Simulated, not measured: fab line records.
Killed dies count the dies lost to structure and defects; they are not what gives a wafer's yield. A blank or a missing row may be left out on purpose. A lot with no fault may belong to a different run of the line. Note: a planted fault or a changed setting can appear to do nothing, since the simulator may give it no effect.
A single fault, viewed from 2 desks / flow berkeley-cmos170 / each desk holds nothing but its own numbers, with what lay behind them at the end

THE TOOL OWNER'S DESK: rie-metal-01
The tool's own readings at UCB170_M2_METAL_ETCH_18 (etches Al in Cl2/BCl3, stops on SiO2, target depth 1170 nm, time 195 s): means of the sampled wafers that have a number, for each lot that ran on this tool. A lot is out of limits, marked OUT, if its mean lies more than 4 standard deviations from the usual mean; the brackets give that distance.
Columns: A = drypump-motor-current-A at UCB170_M2_METAL_ETCH_18, usual 5.4 A; B = oes-product-au at UCB170_M2_METAL_ETCH_18, usual 0.859 a.u.; C = throttle-valve-pct at UCB170_M2_METAL_ETCH_18, usual 24.44 %
lot=L353; first seen here=day 7 13:53; A=5.2; B=0.861; C=24.62
lot=L355; first seen here=day 8 00:29; A=5.0; B=0.861; C=24.44
lot=L356; first seen here=day 8 11:26; A=5.1; B=0.863; C=24.61
lot=L362; first seen here=day 9 22:31; A=5.1; B=0.863; C=24.43
lot=L364; first seen here=day 10 15:06; A=5.1; B=0.860; C=24.62
lot=L371; first seen here=day 12 00:14; A=5.1; B=0.859; C=24.62
lot=L372; first seen here=day 12 01:43; A=5.2; B=0.867; C=24.62
lot=L374; first seen here=day 12 13:33; A=5.1; B=0.867; C=24.43
This desk's finding: nothing out of limits on any of the 8 lots.

THE METROLOGY DESK
Means of the sampled wafers that have a number, per lot and without regard to the tool the lot ran on: this is what the gauges read. A lot is out of limits, marked OUT, if its mean lies more than 4 standard deviations from the usual mean; the brackets give that distance.
Columns: A = SILICIDE_TI_THK at UCB170_SILICIDE_THK_MEAS_03, usual 29.9 nm; B = M2_AL_RS at UCB170_M2_RS_MEAS_02, usual 0.0321 ohm/sq
lot=L354; first seen here=day 6 19:27; A=29.9; B=0.0319
lot=L353; first seen here=day 6 19:41; A=30.2; B=0.0322
lot=L355; first seen here=day 7 07:20; A=29.3; B=0.0323
lot=L358; first seen here=day 7 11:26; A=29.8; B=0.0319
lot=L356; first seen here=day 7 11:46; A=30.1; B=0.0318
lot=L362; first seen here=day 8 22:26; A=29.4; B=0.0319
lot=L360; first seen here=day 8 22:34; A=30.0; B=0.0323
lot=L363; first seen here=day 9 05:40; A=30.1; B=0.0321
lot=L364; first seen here=day 9 16:11; A=30.8; B=0.0322
lot=L370; first seen here=day 11 06:39; A=30.2; B=0.0322
lot=L371; first seen here=day 11 06:59; A=29.5; B=0.0321
lot=L372; first seen here=day 11 07:13; A=29.7; B=0.0317
lot=L374; first seen here=day 11 17:46; A=30.2; B=0.0320
lot=L375; first seen here=day 11 17:46; A=30.0; B=0.0321
lot=L376; first seen here=day 12 05:03; A=29.3; B=0.0323
This desk's finding: nothing out of limits on any of the 15 lots.

ALL TOGETHER
The desk of the tool owner found nothing out of limits.
Metrology desk: nothing out of limits seen.

WHAT HAD BEEN PUT IN BY THE SIMULATOR
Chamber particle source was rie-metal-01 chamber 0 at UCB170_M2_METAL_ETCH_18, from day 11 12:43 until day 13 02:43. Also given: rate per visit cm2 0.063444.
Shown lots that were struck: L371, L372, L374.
